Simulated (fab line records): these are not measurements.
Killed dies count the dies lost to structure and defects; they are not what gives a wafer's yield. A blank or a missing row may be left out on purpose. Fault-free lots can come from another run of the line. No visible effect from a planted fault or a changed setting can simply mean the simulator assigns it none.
fab line records	flow berkeleyCmos170	part 1 of 2: steps 1 to 26 of 35
record: lots: 5	wafers: 15	lastDay: 11
route steps=331 shown M1@239 V1@254 M2@271
lots that met no fault: taken from a fault-free run of the same line
startH: the number of hours between the record's first day and the start of the first shown wafer of the lot	waitH: time in hours since the lot's previous step	" the same as in the row above	L1.1+2: a single row standing in for several wafers	- either no value or no given start	* or withheld: withheld	< > ~ a bound
route shown NAME@n: NAME is a module with steps in the file, n the number in the route of the first one	usual: mean/standard deviation of fault-free wafers	same: alike in all rows	chamber/n: place in a boat	sites: readings site by site	_std_site: how widely they spread, as a standard deviation	_edge_site: mean of outer sites minus mean of inner sites	radiusMm: how far each site lies from the wafer's centre	mask NAME#n: copy n	behind: the tool/chamber that last shaped the wafer	hold: why the lot went on hold/how many hours it stayed there/how the hold came to an end	device: transistor that didn't switch, given as n, p or np	end of line: the route-end tests of the same wafers	where a step has no rows: the recipe by itself	killed: the dies lost at the first sort to structure and to defects; this is not the yield of the wafer	map: dies across one wafer; x = killed, . = not, _ = none there
set.NAME: the run value of the setting; set.NAME@STEP: its run value at that earlier step	model.NAME: the simulator's own value behind a step, which no gauge read
certain route steps with their lots: each step a table, each wafer a row
services: when a tool's chamber went out of use (startH, in hours from the record's first day, below 0 if earlier), for how many hours, and the reason
== steps ==
step: UCB170_M1_RS_MEAS_01
recipe: thkMeasGauge: four-point-probe	reads: Al_of_M1_SPUTTER_00
usual: M1_AL_RS: 0.0488/0.00087
lot.wafer	tool	chamber	startH	waitH	M1_AL_RS[ohm/sq]
L079.1	filmMetro-02	-	182.16	0.0	0.0478
L079.2	"	-	"	"	0.0484
L079.6	"	-	"	"	0.0480
L085.3	filmMetro-02	-	219.73	0.1	0.0491
L085.4	"	-	"	"	0.0481
L085.5	"	-	"	"	0.0480
L089.2	filmMetro-02	-	224.26	0.1	0.0506
L089.3	"	-	"	"	0.0495
L089.6	"	-	"	"	0.0502
L091.1	filmMetro-02	-	234.91	0.0	0.0477
L091.2	"	-	"	"	0.0485
L091.6	"	-	"	"	0.0485
L094.2	filmMetro-03	-	247.85	0.1	0.0480
L094.3	"	-	"	"	0.0481
L094.6	"	-	"	"	0.0484
step: UCB170_M1_THK_MEAS_02
recipe: thkMeasGauge: xrf	reads: Al_of_M1_SPUTTER_00
usual: M1_AL_THK: 605/11
lot.wafer	tool	chamber	startH	waitH	M1_AL_THK[nm]
L079.1	filmMetro-02	-	182.28	0.1	615
L079.2	"	-	"	"	611
L079.6	"	-	"	"	616
L085.3	filmMetro-02	-	219.83	0.1	605
L085.4	"	-	"	"	616
L085.5	"	-	"	"	614
L089.2	filmMetro-02	-	224.37	0.1	586
L089.3	"	-	"	"	599
L089.6	"	-	"	"	590
L091.1	filmMetro-02	-	235.03	0.1	621
L091.2	"	-	"	"	610
L091.6	"	-	"	"	611
L094.2	filmMetro-03	-	247.96	0.1	613
L094.3	"	-	"	"	611
L094.6	"	-	"	"	608
step: UCB170_M1_COAT_03
recipe: resist: BARC	tempC: withheld	timeS: withheld	spinRpm: 3000	resistThkNm: withheld
lot.wafer	tool	chamber	startH	waitH
L079.1+2+6	lithoTrack-02	0	182.62	0.3
L085.3+4+5	lithoTrack-03	0	219.92	0.1
L089.2+3+6	lithoTrack-04	0	225.12	0.7
L091.1+2+6	lithoTrack-02	0	235.35	0.3
L094.2+3+6	lithoTrack-04	0	248.26	0.3
step: UCB170_M1_COAT_04
recipe: resist: KrF	spinRpm: 1500	resistThkNm: 900
lot.wafer	tool	chamber	startH	waitH
L079.1+2+6	lithoTrack-02	0	-	-
L085.3+4+5	lithoTrack-03	0	-	-
L089.2+3+6	lithoTrack-04	0	-	-
L091.1+2+6	lithoTrack-02	0	-	-
L094.2+3+6	lithoTrack-04	0	-	-
step: UCB170_M1_SOFTBAKE_05
recipe: resist: KrF	tempC: 130	timeS: 60
usual: plateTempC: 130.02/0.16
same: timeS: 60
lot.wafer	tool	chamber	startH	waitH	plateTempC
L079.1	lithoTrack-02	0	-	-	130.03
L079.2	"	0	"	"	129.97
L079.6	"	0	"	"	130.14
L085.3	lithoTrack-03	0	-	-	129.75
L085.4	"	0	"	"	129.85
L085.5	"	0	"	"	129.86
L089.2	lithoTrack-04	0	-	-	130.12
L089.3	"	0	"	"	129.89
L089.6	"	0	"	"	130.00
L091.1	lithoTrack-02	0	-	-	129.95
L091.2	"	0	"	"	129.82
L091.6	"	0	"	"	129.80
L094.2	lithoTrack-04	0	-	-	129.97
L094.3	"	0	"	"	130.06
L094.6	"	0	"	"	130.17
step: UCB170_M1_EXPOSE_06
recipe: maskId: METAL1	targetCdNm: 700	na: 0.5	sigmaOuter: 0.6	sourceShape: conventional	doseMj: 20.69
usual: exposureDoseMJCm2: 21.005/0.024	focusOffsetNm: 0.0/0.48
same: sigmaOuter: 0.6
lot.wafer	tool	chamber	startH	waitH	mask	exposureDoseMJCm2	focusOffsetNm
L079.1	krfScanner-01	0	183.09	-	METAL1#0	20.960	0.0
L079.2	"	0	"	"	METAL1#0	20.987	0.3
L079.6	"	0	"	"	METAL1#0	20.968	-0.4
L085.3	krfScanner-01	0	220.48	-	METAL1#0	20.999	-0.9
L085.4	"	0	"	"	METAL1#0	20.994	-0.3
L085.5	"	0	"	"	METAL1#0	21.014	-0.5
L089.2	krfScanner-01	0	225.68	-	METAL1#0	21.026	-0.5
L089.3	"	0	"	"	METAL1#0	20.994	-0.3
L089.6	"	0	"	"	METAL1#0	21.020	0.0
L091.1	krfScanner-01	0	235.93	-	METAL1#0	21.010	0.3
L091.2	"	0	"	"	METAL1#0	21.010	0.2
L091.6	"	0	"	"	METAL1#0	21.016	0.9
L094.2	krfScanner-01	0	248.72	-	METAL1#0	20.983	-0.5
L094.3	"	0	"	"	METAL1#0	20.984	-0.4
L094.6	"	0	"	"	METAL1#0	20.949	-0.2
step: UCB170_M1_PEB_07
recipe: pebTempC: 130	pebTimeS: withheld	resist: KrF
usual: plateTempC: 130.01/0.14
lot.wafer	tool	chamber	startH	waitH	plateTempC
L079.1	lithoTrack-04	0	183.75	0.6	130.06
L079.2	"	0	"	"	130.00
L079.6	"	0	"	"	129.90
L085.3	lithoTrack-03	0	220.98	0.5	130.16
L085.4	"	0	"	"	129.92
L085.5	"	0	"	"	130.05
L089.2	lithoTrack-04	0	226.74	1.0	130.16
L089.3	"	0	"	"	130.03
L089.6	"	0	"	"	129.96
L091.1	lithoTrack-03	0	236.04	0.1	129.82
L091.2	"	0	"	"	129.86
L091.6	"	0	"	"	129.73
L094.2	lithoTrack-02	0	249.21	0.5	129.92
L094.3	"	0	"	"	129.94
L094.6	"	0	"	"	129.93
step: UCB170_M1_DEVELOP_08
recipe: developer: TMAH	developTimeS: 45	resist: KrF	devTempC: 21
usual: developerTempC: 21.04/0.092
lot.wafer	tool	chamber	startH	waitH	developerTempC
L079.1	lithoTrack-04	0	-	-	21.03
L079.2	"	0	"	"	21.21
L079.6	"	0	"	"	20.95
L085.3	lithoTrack-03	0	-	-	21.07
L085.4	"	0	"	"	20.99
L085.5	"	0	"	"	20.99
L089.2	lithoTrack-04	0	-	-	21.15
L089.3	"	0	"	"	21.10
L089.6	"	0	"	"	21.20
L091.1	lithoTrack-03	0	-	-	21.04
L091.2	"	0	"	"	21.18
L091.6	"	0	"	"	20.96
L094.2	lithoTrack-02	0	-	-	20.92
L094.3	"	0	"	"	21.10
L094.6	"	0	"	"	21.04
step: UCB170_M1_CD_MEAS_09
recipe: targetCdNm: 700
usual: cdNm: 699.9/1.3
lot.wafer	tool	chamber	startH	waitH	cdNm
L079.1	cdSem-01	-	184.02	-	701.5
L079.2	"	-	"	"	699.6
L079.6	"	-	"	"	701.2
L085.3	cdSem-02	-	221.25	-	698.1
L085.4	"	-	"	"	699.1
L085.5	"	-	"	"	698.4
L089.2	cdSem-01	-	227.01	-	700.0
L089.3	"	-	"	"	699.7
L089.6	"	-	"	"	699.9
L091.1	cdSem-01	-	236.38	-	701.0
L091.2	"	-	"	"	699.1
L091.6	"	-	"	"	699.6
L094.2	cdSem-02	-	249.48	-	700.2
L094.3	"	-	"	"	701.0
L094.6	"	-	"	"	700.9
step: UCB170_M1_OVL_MEAS_10
usual: M1_OVL: -1/5
lot.wafer	tool	chamber	startH	waitH	M1_OVL[nm]
L079.1	overlay-01	-	184.14	0.1	-4
L079.2	"	-	"	"	-2
L079.6	"	-	"	"	-3
L085.3	overlay-02	-	221.34	0.1	-5
L085.4	"	-	"	"	2
L085.5	"	-	"	"	-3
L089.2	overlay-01	-	227.12	0.1	0
L089.3	"	-	"	"	-6
L089.6	"	-	"	"	-3
L091.1	overlay-01	-	236.50	0.1	-3
L091.2	"	-	"	"	5
L091.6	"	-	"	"	4
L094.2	overlay-01	-	249.58	0.1	4
L094.3	"	-	"	"	-3
L094.6	"	-	"	"	6
step: UCB170_M1_ETCH_11
recipe: chemistry: N2/H2	targetDepthA: withheld	overetchA: withheld	target: BARC	timeS: withheld	sourceW: 500	biasW: 100	pressureMtorr: 30	n2FlowSccm: 100	h2FlowSccm: 200
usual: drypumpMotorCurrentA: 5.6/0.49	oesProductAu: 1.007/0.023	throttleValvePct: 13.37/0.21
lot.wafer	tool	chamber	startH	waitH	drypumpMotorCurrentA	oesProductAu	throttleValvePct
L079.1	rieDiel-01	0	184.18	0.0	6.1	1.032	13.22
L079.2	"	1	"	"	6.3	0.989	13.47
L079.6	"	0	"	"	6.1	1.036	13.25
L085.3	rieDiel-04	3	221.36	0.0	5.9	0.974	13.19
L085.4	"	2	"	"	5.1	0.996	13.42
L085.5	"	2	"	"	5.1	0.986	13.41
L089.2	rieDiel-02	3	227.15	0.0	5.0	1.017	13.63
L089.3	"	0	"	"	5.9	1.027	13.35
L089.6	"	1	"	"	5.1	0.985	12.86
L091.1	rieDiel-04	3	236.54	0.0	5.9	0.968	13.17
L091.2	"	0	"	"	5.7	0.994	13.39
L091.6	"	3	"	"	5.9	0.976	13.18
L094.2	rieDiel-04	2	249.61	0.0	5.1	0.978	13.40
L094.3	"	3	"	"	5.8	0.965	13.19
L094.6	"	3	"	"	5.9	0.971	13.18
step: UCB170_M1_METAL_ETCH_12
recipe: chemistry: Cl2/BCl3	target: Al	stopOn: PSG	pressureMtorr: 12	targetDepthA: 7800	overEtchFrac: 0.3	timeS: 130	icpW: 600	biasW: 120	Cl2_flow_sccm: 90	bcl3FlowSccm: 45
usual: drypumpMotorCurrentA: 5.9/0.49	oesProductAu: 0.853/0.01	throttleValvePct: 24.54/0.24
same: timeS: 130
lot.wafer	tool	chamber	startH	waitH	drypumpMotorCurrentA	oesProductAu	rfHoursCounterH	throttleValvePct
L079.1	rieMetal-03	1	184.22	-	5.4	0.853	1.9	24.46
L079.2	"	0	"	"	6.4	0.861	5.2	24.52
L079.6	"	1	"	"	5.4	0.866	-	24.45
L085.3	rieMetal-02	1	221.45	-	5.9	0.849	-	24.82
L085.4	"	0	"	"	6.0	0.865	-	24.07
L085.5	"	0	"	"	6.0	0.858	-	24.06
L089.2	rieMetal-04	0	227.19	-	6.6	0.828	8.5	24.68
L089.3	"	1	"	"	5.3	0.841	-	24.68
L089.6	"	1	"	"	5.3	0.837	-	24.67
L091.1	rieMetal-03	1	236.58	-	5.4	0.859	3.5	24.47
L091.2	"	0	"	"	6.5	0.865	6.9	24.51
L091.6	"	1	"	"	5.4	0.854	-	24.46
L094.2	rieMetal-03	0	249.66	-	6.5	0.870	7.2	24.51
L094.3	"	1	"	"	5.4	0.857	-	24.44
L094.6	"	0	"	"	6.5	0.864	-	24.51
step: UCB170_M1_STRIP_13
recipe: chemistry: O2	powerW: 400	pressureMtorr: 3500	platenTempC: withheld	o2FlowSccm: 400	overashFraction: 0.5
usual: drypumpMotorCurrentA: 5.8/0.37	oesProductAu: 0.720/0.0045
lot.wafer	tool	chamber	startH	waitH	drypumpMotorCurrentA	oesProductAu	rfHoursCounterH
L079.1	plasmaAsher-01	1	184.35	0.1	5.2	0.724	52
L079.2	"	0	"	"	6.0	0.721	52
L079.6	"	1	"	"	5.2	0.723	-
L085.3	plasmaAsher-04	0	221.57	0.1	5.3	0.720	-
L085.4	"	1	"	"	5.9	0.724	-
L085.5	"	0	"	"	5.3	0.718	-
L089.2	plasmaAsher-04	1	227.32	0.1	6.0	0.719	46
L089.3	"	1	"	"	5.9	0.726	-
L089.6	"	0	"	"	5.2	0.718	-
L091.1	plasmaAsher-04	1	236.71	0.1	5.9	0.716	47
L091.2	"	0	"	"	5.3	0.718	47
L091.6	"	1	"	"	6.0	0.722	-
L094.2	plasmaAsher-02	0	249.79	0.1	6.2	0.723	48
L094.3	"	0	"	"	6.2	0.734	-
L094.6	"	0	"	"	6.3	0.720	-
step: UCB170_M1_CD_MEAS_90
recipe: targetCdNm: 700
usual: cdNm: 700.4/2.8
lot.wafer	tool	chamber	startH	waitH	cdNm
L079.1	cdSem-02	-	184.45	0.1	697.5
L079.2	"	-	"	"	700.6
L079.6	"	-	"	"	700.7
L085.3	cdSem-02	-	221.68	0.1	700.5
L085.4	"	-	"	"	696.4
L085.5	"	-	"	"	695.9
L089.2	cdSem-02	-	227.44	0.1	701.3
L089.3	"	-	"	"	701.7
L089.6	"	-	"	"	700.9
L091.1	cdSem-01	-	236.81	0.1	701.7
L091.2	"	-	"	"	701.7
L091.6	"	-	"	"	699.8
L094.2	cdSem-01	-	249.91	0.1	700.8
L094.3	"	-	"	"	701.4
L094.6	"	-	"	"	702.1
step: UCB170_M1_ANNEAL_14
recipe: tempC: 400	timeS: 1200	ambient: formingGas
usual: zonePowerCentrePct: 17.0/0.82
same: timeS: 1200
lot.wafer	tool	chamber	startH	waitH	zonePowerCentrePct
L079.1	-	-	184.81	0.3	18.1
L079.2	"	-	"	"	18.1
L079.6	"	-	"	"	18.0
L085.3	-	-	222.66	1.0	18.0
L085.4	"	-	"	"	18.2
L085.5	"	-	"	"	18.1
L089.2	-	-	228.82	1.4	16.6
L089.3	"	-	"	"	16.8
L089.6	"	-	"	"	16.5
L091.1	-	-	240.65	3.8	15.9
L091.2	"	-	"	"	15.7
L091.6	"	-	"	"	15.5
L094.2	-	-	251.71	1.8	16.7
L094.3	"	-	"	"	16.8
L094.6	"	-	"	"	16.8
step: UCB170_V1_CVD_00
recipe: material: SiO2	targetThkNm: 2000	tempC: 390	precursor: TEOS/O2	timeS: 250	rfW: 550	pressureMtorr: 9000
usual: heaterPowerW: 256/61
same: timeS: 250
lot.wafer	tool	chamber	startH	waitH	heaterPowerW	sinceWetCleanH
L079.1	pecvd-04	1	186.30	0.2	254	372
L079.2	"	0	"	"	186	372
L079.6	"	1	"	"	304	-
L085.3	pecvd-04	2	224.00	0.0	251	410
L085.4	"	2	"	"	189	-
L085.5	"	0	"	"	210	-
L089.2	pecvd-04	1	230.15	0.0	311	416
L089.3	"	2	"	"	253	416
L089.6	"	2	"	"	190	-
L091.1	pecvd-04	2	241.99	0.0	252	428
L091.2	"	1	"	"	223	428
L091.6	"	1	"	"	302	-
L094.2	pecvd-02	1	253.04	0.0	194	104
L094.3	"	0	"	"	280	104
L094.6	"	0	"	"	356	-
step: UCB170_V1_THK_MEAS_01
recipe: reads: SiO2_of_V1_CVD_00
usual: V1_TEOS_THK: 1995/25
lot.wafer	tool	chamber	startH	waitH	V1_TEOS_THK[nm]
L079.1	filmMetro-04	-	186.46	0.1	2000
L079.2	"	-	"	"	1979
L079.6	"	-	"	"	2027
L085.3	filmMetro-01	-	224.17	0.1	1991
L085.4	"	-	"	"	2005
L085.5	"	-	"	"	1972
L089.2	filmMetro-03	-	230.32	0.1	1985
L089.3	"	-	"	"	1984
L089.6	"	-	"	"	1995
L091.1	filmMetro-04	-	242.14	0.1	1995
L091.2	"	-	"	"	2007
L091.6	"	-	"	"	2024
L094.2	filmMetro-03	-	253.21	0.1	1961
L094.3	"	-	"	"	2029
L094.6	"	-	"	"	2024
step: UCB170_V1_CMP_02
recipe: material: SiO2	downForcePsi: 6	platenRpm: 60	padVelocityMS: 0.75398
usual: headPressurePsi: 6.001/0.013	motorCurrentA: 15.9/2	platenRpm: 60.00/0.034
lot.wafer	tool	chamber	startH	waitH	headPressurePsi	motorCurrentA	platenRpm
L079.1	cmp-02	2	186.76	0.3	6.007	16.8	60.01
L079.2	"	3	"	"	6.001	17.3	59.99
L079.6	"	1	"	"	5.991	15.9	60.04
L085.4	cmp-01	2	224.21	0.0	5.988	15.9	59.92
L085.3	"	0	"	"	6.009	14.6	59.96
L085.5	"	2	"	"	5.998	15.7	59.96
L089.3	cmp-01	3	230.42	0.1	6.016	12.5	59.97
L089.2	"	1	"	"	5.987	17.8	59.99
L089.6	"	2	"	"	6.029	15.9	60.00
L091.1	cmp-01	3	242.20	0.1	6.014	12.2	59.98
L091.2	"	0	"	"	5.990	14.4	59.96
L091.6	"	0	"	"	5.967	14.3	60.01
L094.3	cmp-02	1	253.26	0.0	6.013	16.2	59.98
L094.2	"	3	"	"	6.006	16.5	59.93
L094.6	"	1	"	"	5.997	17.1	59.96
step: UCB170_V1_BOW_MEAS_03
recipe: mode: bow
usual: V1_BOW: 18/6.7
lot.wafer	tool	chamber	startH	waitH	V1_BOW[um]
L079.1	filmMetro-03	-	186.96	0.1	27
L079.2	"	-	"	"	16
L079.6	"	-	"	"	12
L085.3	filmMetro-04	-	224.55	0.2	11
L085.4	"	-	"	"	16
L085.5	"	-	"	"	13
L089.2	filmMetro-01	-	230.69	0.1	26
L089.3	"	-	"	"	21
L089.6	"	-	"	"	16
L091.1	filmMetro-04	-	242.50	0.2	22
L091.2	"	-	"	"	24
L091.6	"	-	"	"	21
L094.2	filmMetro-03	-	253.58	0.2	23
L094.3	"	-	"	"	18
L094.6	"	-	"	"	18
step: UCB170_V1_THK_MEAS_04
recipe: reads: SiO2_of_V1_CVD_00
usual: V1_POLISHED_THK: 999.6/1.5
lot.wafer	tool	chamber	startH	waitH	V1_POLISHED_THK[nm]
L079.1	filmMetro-03	-	187.08	0.1	999.6
L079.2	"	-	"	"	999.8
L079.6	"	-	"	"	999.2
L085.3	filmMetro-04	-	224.65	0.1	1000.8
L085.4	"	-	"	"	998.5
L085.5	"	-	"	"	999.6
L089.2	filmMetro-01	-	230.80	0.1	996.8
L089.3	"	-	"	"	1000.7
L089.6	"	-	"	"	998.6
L091.1	filmMetro-04	-	242.62	0.1	1000.9
L091.2	"	-	"	"	999.4
L091.6	"	-	"	"	998.2
L094.2	filmMetro-03	-	253.69	0.1	999.8
L094.3	"	-	"	"	997.3
L094.6	"	-	"	"	997.5
step: UCB170_V1_CLEAN_05
recipe: chemistry: DIW
lot.wafer	tool	chamber	startH	waitH
L079.1+2+6	wetBench-02	3	187.14	0.1
L085.3+4+5	wetBench-03	0	224.97	0.3
L089.2+3+6	wetBench-02	2	230.85	0.0
L091.1+2+6	wetBench-04	1	244.62	2.0
L094.2+3+6	wetBench-02	1	254.23	0.5
step: UCB170_V1_HMDS_06
recipe: primeTimeS: 60	primeTempC: 100
lot.wafer	tool	chamber	startH	waitH
L079.1+2+6	lithoTrack-04	0	187.47	0.1
L085.3+4+5	lithoTrack-02	0	226.16	1.0
L089.2+3+6	lithoTrack-04	0	231.07	0.0
L091.1+2+6	lithoTrack-01	0	244.83	0.0
L094.2+3+6	lithoTrack-01	0	254.88	0.5
step: UCB170_V1_COAT_07
recipe: resist: KrF	spinRpm: 1500	resistThkNm: 900
lot.wafer	tool	chamber	startH	waitH
L079.1+2+6	lithoTrack-04	0	187.62	0.1
L085.3+4+5	lithoTrack-02	0	226.31	0.1
L089.2+3+6	lithoTrack-04	0	231.22	0.1
L091.1+2+6	lithoTrack-01	0	244.98	0.1
L094.2+3+6	lithoTrack-01	0	255.03	0.1
step: UCB170_V1_SOFTBAKE_08
recipe: resist: KrF	tempC: 130	timeS: 60
usual: plateTempC: 129.99/0.13
same: timeS: 60
lot.wafer	tool	chamber	startH	waitH	plateTempC
L079.1	lithoTrack-04	0	187.77	0.1	130.27
L079.2	"	0	"	"	129.96
L079.6	"	0	"	"	130.08
L085.3	lithoTrack-02	0	226.46	0.1	130.13
L085.4	"	0	"	"	130.08
L085.5	"	0	"	"	130.02
L089.2	lithoTrack-04	0	231.37	0.1	130.13
L089.3	"	0	"	"	130.10
L089.6	"	0	"	"	129.90
L091.1	lithoTrack-01	0	245.13	0.1	130.05
L091.2	"	0	"	"	129.85
L091.6	"	0	"	"	129.96
L094.2	lithoTrack-01	0	255.18	0.1	129.99
L094.3	"	0	"	"	129.88
L094.6	"	0	"	"	129.83
step: UCB170_V1_EXPOSE_09
recipe: maskId: VIA1	targetCdNm: 700	na: 0.5	sigmaOuter: 0.6	sourceShape: conventional	doseMj: 37
usual: exposureDoseMJCm2: 36.96/0.039	focusOffsetNm: -0.1/0.58
same: sigmaOuter: 0.6
lot.wafer	tool	chamber	startH	waitH	mask	exposureDoseMJCm2	focusOffsetNm
L079.1	krfScanner-01	0	188.28	0.5	VIA1#0	36.92	-0.3
L079.2	"	0	"	"	VIA1#0	36.91	-0.3
L079.6	"	0	"	"	VIA1#0	36.86	0.5
L085.3	krfScanner-01	0	226.73	0.2	VIA1#0	36.92	0.8
L085.4	"	0	"	"	VIA1#0	36.92	0.0
L085.5	"	0	"	"	VIA1#0	36.93	-0.5
L089.2	krfScanner-02	0	231.64	0.2	VIA1#0	36.98	-0.3
L089.3	"	0	"	"	VIA1#0	36.97	-0.2
L089.6	"	0	"	"	VIA1#0	36.96	0.0
L091.1	krfScanner-01	0	245.52	0.4	VIA1#0	36.95	0.1
L091.2	"	0	"	"	VIA1#0	36.99	0.2
L091.6	"	0	"	"	VIA1#0	36.91	1.3
L094.2	krfScanner-02	0	255.45	0.2	VIA1#0	36.95	0.5
L094.3	"	0	"	"	VIA1#0	36.96	-0.2
L094.6	"	0	"	"	VIA1#0	36.93	0.2
step: UCB170_V1_PEB_10
recipe: pebTempC: 130	pebTimeS: withheld	resist: KrF
usual: plateTempC: 129.98/0.13
lot.wafer	tool	chamber	startH	waitH	plateTempC
L079.1	lithoTrack-02	0	188.40	0.1	129.77
L079.2	"	0	"	"	129.99
L079.6	"	0	"	"	129.94
L085.3	lithoTrack-04	0	227.32	0.6	130.18
L085.4	"	0	"	"	129.83
L085.5	"	0	"	"	129.99
L089.2	lithoTrack-01	0	231.81	0.2	129.95
L089.3	"	0	"	"	129.77
L089.6	"	0	"	"	130.14
L091.1	lithoTrack-02	0	246.18	0.6	130.09
L091.2	"	0	"	"	130.00
L091.6	"	0	"	"	129.94
L094.2	lithoTrack-04	0	256.00	0.5	130.09
L094.3	"	0	"	"	129.89
L094.6	"	0	"	"	130.07
